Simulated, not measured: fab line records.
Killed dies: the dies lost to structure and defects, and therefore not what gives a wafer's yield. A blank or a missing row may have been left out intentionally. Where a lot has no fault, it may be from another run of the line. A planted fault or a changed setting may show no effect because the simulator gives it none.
fab line records -- flow rit-cmos -- part 2 of 2: steps 43 to 44 of 44
[record] lots = 7, wafers = 21, last-day = 7
route steps=202 shown PRETRO@72 GATE@75 FOX2@80 REOX@98 NLDD@103 SDANNEAL@155 M1@202
lots untouched by any fault: they come from a run of this same line in which no faults occurred
start-h: the number of hours between the record's first day and the start of the first shown wafer of the lot -- wait-h: time in hours since the lot's previous step -- " repeats the value in the row above -- L1.1+2: several wafers, shown together as one row -- - value missing, or start not given -- * or withheld: withheld -- < > ~ a bound
route shown NAME@n: a module of which the file shows steps, and the number in the route of the first -- usual: mean and standard deviation over wafers with no fault -- same: alike in all rows -- chamber/n: place in a boat -- sites: readings site by site -- _std_site: how widely they spread, as a standard deviation -- _edge_site: outer sites' mean less inner sites' -- radius-mm: for every site, how far away it sits from the centre of the wafer -- mask NAME#n: copy n -- behind: the most recent tool/chamber to have shaped the wafer -- hold: cause of the lot's hold/its duration in hours/its outcome -- device: transistor that didn't switch, given as n, p or np -- end of line: the tests these same wafers got at the end of their route -- a step without rows: its recipe alone -- killed: count of dies lost to structure and defects at first sort (not the wafer's yield) -- map: a wafer's dies, x killed, . not, _ none there
set.NAME: the setting that was run; set.NAME@STEP: the one run at that earlier step -- model.NAME: the simulator's own value behind a step, which no gauge read
lots seen at some steps along the route; tables by step, rows by wafer
services: when a tool's chamber went out of use (start-h, in hours from the record's first day, below 0 if earlier), for how many hours, and the reason
[[steps]]
[step RIT_SDANNEAL_CLEAN_02]
[recipe] chemistry = SC2, mix = 3:3:50, time-s = 600, temp-c = 75, dry = n2-spin
[usual] bath-heat-duty-pct = 16.6/2.2, temp-c = 75.01/0.13
lot.wafer,tool,chamber,start-h,wait-h,bath-heat-duty-pct,temp-c,model.poly-Si_of_GATE_CVD_08.thk-nm
L558.1,wet-bench-04,1,85.82,0.0,16.4,74.84,164.9
L558.5,wet-bench-04,1,85.82,0.0,15.4,74.90,163
L558.6,wet-bench-04,1,85.82,0.0,15.6,75.03,162.8
L557.1,wet-bench-04,0,86.07,0.0,18.3,74.80,160.3
L557.4,wet-bench-04,0,86.07,0.0,18.2,74.86,159.9
L557.5,wet-bench-04,0,86.07,0.0,17.7,74.89,160.2
L559.1,wet-bench-01,0,93.57,0.0,14.9,75.01,166.5
L559.4,wet-bench-01,0,93.57,0.0,13.5,74.98,165.5
L559.5,wet-bench-01,0,93.57,0.0,15.9,74.91,166.4
L562.2,wet-bench-03,2,107.43,0.0,14.7,74.99,163.4
L562.3,wet-bench-03,2,107.43,0.0,14.5,74.86,164.4
L562.5,wet-bench-03,2,107.43,0.0,13.6,75.04,162.1
L569.1,wet-bench-04,2,140.51,0.0,12.5,74.96,109.6
L569.2,wet-bench-04,2,140.51,0.0,13.1,74.88,111.5
L569.4,wet-bench-04,2,140.51,0.0,14.1,74.97,110.2
L570.1,wet-bench-04,1,144.36,0.0,15.4,75.22,112.8
L570.2,wet-bench-04,1,144.36,0.0,16.7,75.03,116.9
L570.3,wet-bench-04,1,144.36,0.0,15.0,75.22,113.2
L571.1,wet-bench-03,1,150.61,0.0,17.0,75.06,112.1
L571.2,wet-bench-03,1,150.61,0.0,15.5,74.91,108.5
L571.5,wet-bench-03,1,150.61,0.0,16.6,74.95,110.7
[step RIT_M1_PROBE_99]
[usual] killed-at-contacts = 0.1/0.23, killed-at-front-end = 6/3.1, killed-dies = 6/3.1, killed-on-rim = 1.7/1.3, killed-open = 3.2/1.9, killed-short = 3.2/2.1
[same] gross-dies = 264, killed_at_M0_to_M3 = 0, killed_at_M4_up = 0, killed-at-back-side = 0, killed-at-other = 0
lot.wafer,tool,chamber,start-h,wait-h,killed-at-contacts,killed-at-front-end,killed-dies,killed-on-rim,killed-open,killed-short,model.etest.pmos-turned.r-on-ohm-um,model.etest.pmos_0p3.r-on-ohm-um,model.etest.pmos_0p15.r-on-ohm-um,model.etest.nmos-turned.drive-ua-um,model.etest.nmos_0p3.r-on-ohm-um,model.etest.nmos_0p15.r-on-ohm-um,model.etest.pmos-turned.drive-ua-um,model.etest.nmos_0p15.drive-ua-um
L558.1,prober-01,-,93.81,0.1,0,4,4,2,0,4,3307,6303,2661,338.7,2151,1090,197.6,471.2
L558.5,prober-01,-,94.01,0.2,0,6,6,4,3,3,3240,6158,2621,342.6,2138,1088,201.9,487.8
L558.6,prober-01,-,94.06,0.2,0,3,3,1,0,3,3265,6170,2625,338.9,2102,1091,200.2,483.9
L557.1,prober-02,-,95.31,0.1,0,6,6,1,3,3,3527,6472,2874,333.3,2190,1183,184.7,465.9
L557.4,prober-02,-,95.46,0.2,0,5,5,2,3,2,3363,6322,2758,346.8,2138,1128,195.5,475.2
L557.5,prober-02,-,95.51,0.2,0,4,4,0,1,3,3473,6399,2826,338,2181,1155,187.3,470.6
L559.1,prober-01,-,101.29,0.1,0,9,9,2,4,5,3411,6169,2731,320.3,2179,1133,192.2,485.8
L559.4,prober-01,-,101.44,0.2,1,8,9,2,3,6,3376,6213,2711,327.5,2156,1127,194.2,490.6
L559.5,prober-01,-,101.49,0.2,0,4,4,1,3,1,3459,6251,2760,313.9,2175,1149,189.3,475.8
L562.2,prober-02,-,115.15,0.1,0,10,10,0,3,7,3336,6315,2696,337.5,2161,1128,199.4,473.5
L562.3,prober-02,-,115.20,0.2,0,13,13,2,4,9,3208,6196,2589,347.2,2147,1098,209,492.9
L562.5,prober-02,-,115.30,0.2,0,5,5,2,4,1,3225,6243,2640,345.9,2178,1115,206.4,475.3
L569.1,prober-01,-,159.04,0.4,1,4,5,2,4,1,3168,6470,2758,402.5,2127,1092,211.9,486.5
L569.2,prober-01,-,159.09,0.4,0,4,4,1,2,2,3158,6418,2732,408.6,2128,1072,215.1,494.1
L569.4,prober-01,-,159.19,0.5,0,5,5,1,3,2,3167,6491,2743,399.4,2140,1095,214.3,488
L571.1,prober-02,-,159.34,0.6,0,11,11,3,6,5,3116,6199,2702,416.1,2050,1094,221.1,509.8
L571.2,prober-02,-,159.39,0.6,0,10,10,3,9,1,3180,6312,2750,415.3,2064,1112,216.8,508.6
L571.5,prober-02,-,159.54,0.7,0,13,13,2,4,9,3181,6248,2735,412.2,2044,1085,213.2,514.7
L570.1,prober-01,-,159.64,0.8,0,3,3,1,1,2,3039,6036,2629,423.7,2083,1113,235.3,514.7
L570.2,prober-01,-,159.69,0.8,0,3,3,1,3,0,3210,6282,2764,405.6,2080,1083,211.9,494.9
L570.3,prober-01,-,159.74,0.8,0,9,9,2,4,5,3219,6408,2810,403.7,2104,1115,208.7,487.5
// killed by level:class
L558.1 GATE:geometric-particle:short=2 FOX2:geometric-particle:short=1 REOX:geometric-particle:short=1
L558.5 GATE:geometric-particle:short=2 REOX:geometric-particle:open=2 FOX1:geometric-particle:short=1 SILICIDE:geometric-particle:open=1
L558.6 ACTIVE:geometric-particle:short=1 GATE:geometric-particle:short=1 SILICIDE:geometric-particle:short=1
L557.1 GATE:geometric-particle:short=2 FOX2:geometric-particle:short=1 GATE:geometric-particle:open=1 REOX:geometric-particle:open=1 SILICIDE:geometric-particle:open=1
L557.4 GATE:geometric-particle:short=2 GATE:geometric-particle:open=1 SPACER:geometric-particle:open=1 SILICIDE:geometric-particle:open=1
L557.5 FOX1:geometric-particle:short=1 GATE:geometric-particle:short=1 GATE:geometric-particle:open=1 REOX:geometric-particle:short=1
L559.1 GATE:geometric-particle:open=2 FOX1:geometric-particle:short=1 FOX1:geometric-particle:open=1 FOX2:geometric-particle:short=1 GATE:geometric-particle:short=1 REOX:geometric-particle:short=1 REOX:geometric-particle:open=1 SPACER:geometric-particle:short=1
L559.4 REOX:geometric-particle:short=3 FOX2:geometric-particle:short=2 FOX1:geometric-particle:open=1 GATE:geometric-particle:open=1 SPACER:geometric-particle:open=1 CONTACT:geometric-particle:short=1
L559.5 GATE:geometric-particle:open=2 FOX2:geometric-particle:open=1 GATE:geometric-particle:short=1
L562.2 GATE:geometric-particle:short=4 FOX1:geometric-particle:short=1 FOX2:geometric-particle:short=1 GATE:geometric-particle:open=1 REOX:geometric-particle:open=1 SILICIDE:geometric-particle:short=1 SILICIDE:geometric-particle:open=1
L562.3 GATE:geometric-particle:short=5 GATE:geometric-particle:open=3 SILICIDE:geometric-particle:short=2 FOX2:geometric-particle:short=1 SPACER:geometric-particle:short=1 SILICIDE:geometric-particle:open=1
L562.5 FOX2:geometric-particle:open=2 GATE:geometric-particle:open=2 GATE:geometric-particle:short=1
L569.1 SPACER:geometric-particle:open=2 FOX2:geometric-particle:open=1 SILICIDE:geometric-particle:short=1 CONTACT:geometric-particle:open=1
L569.2 SPACER:geometric-particle:short=2 FOX2:geometric-particle:open=1 GATE:geometric-particle:open=1
L569.4 SILICIDE:geometric-particle:open=2 GATE:geometric-particle:short=1 GATE:geometric-particle:open=1 REOX:geometric-particle:short=1
L571.1 GATE:geometric-particle:short=4 FOX1:geometric-particle:open=2 GATE:geometric-particle:open=2 FOX1:geometric-particle:short=1 REOX:geometric-particle:open=1 SILICIDE:geometric-particle:open=1
L571.2 GATE:geometric-particle:open=4 FOX1:geometric-particle:open=2 SILICIDE:geometric-particle:open=2 GATE:geometric-particle:short=1 REOX:geometric-particle:open=1
L571.5 GATE:geometric-particle:short=3 REOX:geometric-particle:open=3 REOX:geometric-particle:short=2 SPACER:geometric-particle:short=2 FOX1:geometric-particle:short=1 SILICIDE:geometric-particle:short=1 SILICIDE:geometric-particle:open=1
L570.1 FOX1:geometric-particle:short=1 GATE:geometric-particle:open=1 SILICIDE:geometric-particle:short=1
L570.2 GATE:geometric-particle:open=2 FOX1:geometric-particle:open=1
L570.3 GATE:geometric-particle:short=2 REOX:geometric-particle:open=2 REOX:geometric-particle:short=2 FOX1:geometric-particle:short=1 FOX2:geometric-particle:open=1 SILICIDE:geometric-particle:open=1
[[services]]
tool,chamber,start-h,hours,kind
plasma-asher-03,-,44.25,10.6,repair
plasma-asher-02,-,48.76,7.4,repair
rie-si-02,3,76.72,-,clean
rie-si-02,3,76.72,33.0,scheduled-down
rie-si-02,3,76.72,33.0,vent-cycle
rie-si-02,-,80.75,0.7,repair
rie-si-01,0,80.95,7.0,repair
wet-bench-01,-,82.58,2.3,repair
plasma-asher-02,-,97.46,1.3,repair
plasma-asher-03,-,108.75,9.0,pm
plasma-asher-03,0,108.75,9.0,vent-cycle
plasma-asher-03,1,108.75,9.0,vent-cycle
rie-si-01,3,110.41,-,clean
rie-si-01,3,110.41,23.3,scheduled-down
rie-si-01,3,110.41,23.3,vent-cycle
plasma-asher-03,0,117.75,-,clean
plasma-asher-03,1,117.75,-,clean
plasma-asher-04,-,125.17,1.5,repair
rie-si-02,1,126.92,-,clean
rie-si-02,1,126.92,25.0,scheduled-down
rie-si-02,1,126.92,25.0,vent-cycle
lpcvd-01,-,134.26,2.8,pm
rie-si-02,3,137.40,1.8,repair
[[key]]
[first-sign] step = RIT_GATE_CVD_08, reading = sih4-flow-sccm, direction = down, sigmas = 78, usual = 99.91, struck = 80.26
[effect] step = RIT_GATE_THK_MEAS_09, reading = GATE_POLY_THK, direction = down, sigmas = 22, usual = 249.4, struck = 199.0
[effect] step = RIT_GATE_ETCH_19, reading = oes-product-au, direction = down, sigmas = 10, usual = 0.840, struck = 0.726
[model-effect] step = RIT_GATE_CVD_08, value = poly-Si_of_GATE_CVD_08.thk-nm, without = 249, struck = 199
[model-effect] step = RIT_GATE_ETCH_19, value = GATE.feature-depth-nm, without = 249, struck = 199
[model-effect] step = RIT_SDANNEAL_CLEAN_02, value = poly-Si_of_GATE_CVD_08.thk-nm, without = 161.7, struck = 111.7
[model-effect] step = RIT_M1_PROBE_99, value = etest.pmos-turned.r-on-ohm-um, without = 3547, struck = 3160
met-at RIT_GATE_CVD_08
struck-wafers L569.1,L569.2,L569.4,L570.1,L570.2,L570.3,L571.1,L571.2,L571.5
tester-left-out L569,L570,L571
onset-between 89.79 124.59
[fault] kind = process-parameter-drift, tool = lpcvd-02, chamber = -, onset-h = 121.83, steps = RIT_GATE_CVD_08, channel = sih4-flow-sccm, offset = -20, shape = step, end-h = 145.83, stated = 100
// tester-left-out: of these lots the tester's yield and bins aren't shown, on N5 and GAA mostly nor the transistor test; their killed dies are dies lost to structure and defects alone, not to doping, threshold or leakage, so they don't give the yield
